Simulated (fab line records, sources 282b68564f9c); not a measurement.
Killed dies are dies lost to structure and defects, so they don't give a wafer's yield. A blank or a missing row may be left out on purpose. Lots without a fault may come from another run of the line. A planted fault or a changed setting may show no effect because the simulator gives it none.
Problem report in the 8D (eight disciplines) form, filled by code | flow rit_cmos | the parts of the form that need people (team, actions taken, sign-off) are left out

1. THE PROBLEM
rf_fwd_power_W at RIT_GATE_ETCH_19 reads a mean of 134.4 W on 1 wafer of 1 lot; wafers without a fault read 159.4 W with a standard deviation of 0.48. That is -52 standard deviations from the usual mean.
The step: etches poly-Si in SF6/CHF3/O2, stops on SiO2, time 165 s, target depth 312.5 nm.
First seen on wafer L970.5, day 6 20:13, on rie_si-02. The record holds 15 wafers of 5 lots with a number at this step. Rule for "out", or "out of limits": more than 4 standard deviations from the usual mean. The other wafers with a number count as sound.

2. WHAT IT IS AND WHAT IT IS NOT
question                    | is               | is not
which readings at this step | rf_fwd_power_W   | drypump_motor_current_A, he_backside_leak_sccm, oes_product_au, throttle_valve_pct
which lots                  | L970             | L954, L959, L971, L973
which wafers of those lots  | L970.5           | L970.3, L970.6
read on which tools         | rie_si-02        | rie_si-01
when                        | from day 6 20:13 | up to then (8 sound wafers); but 6 sound wafers of L971, L973 came after

3. SUSPECTS, AND WHAT RULES EACH OUT
Counting: a tool at a process step up to the reading stays a suspect if it ran every lot that is out. Sound lots after the first of them don't rule it out here, since some wafers of a struck lot are sound.
- rie_si-02 at RIT_GATE_ETCH_19 (etches poly-Si in SF6/CHF3/O2, stops on SiO2, time 165 s, target depth 312.5 nm): kept. It ran the lot that is out, L970 (day 6 20:13); its last sound lot up to then is L959 (day 4 11:10). Its own readings are out on those wafers: rf_fwd_power_W.
- Within rie_si-02 at RIT_GATE_ETCH_19: the wafers that are out ran in chamber 3; their sound lot-mates ran in chamber 0.
Left after counting: rie_si-02 at RIT_GATE_ETCH_19.

4. THE CAUSE (what the simulator had put in)
Process parameter drift: rie_si-02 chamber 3, from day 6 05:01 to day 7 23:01, at RIT_GATE_ETCH_19. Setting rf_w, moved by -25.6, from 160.
Counting left only this tool.

5. THE CHAIN OF EFFECTS, in route order
Each row: a reading whose mean over the struck wafers that have a number lies more than 3 standard deviations from the usual. Only readings for which the record gives a usual standard deviation are gone through. hours: the time from each lot's start at the first step in this table that gives one to its start at this step, as a median over the lots. sigmas: the change in usual standard deviations.
hours | step             | reading        | usual   | on struck wafers | change | sigmas
0     | RIT_GATE_ETCH_19 | rf_fwd_power_W | 159.4 W | 134.4            | -25.0  | -52
The process steps in it:
- RIT_GATE_ETCH_19: etches poly-Si in SF6/CHF3/O2, stops on SiO2, time 165 s, target depth 312.5 nm.

6. WHAT WOULD HAVE CAUGHT IT SOONER
In this record the first reading out of limits was taken at day 6 20:13, 15 hours after the fault began at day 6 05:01.
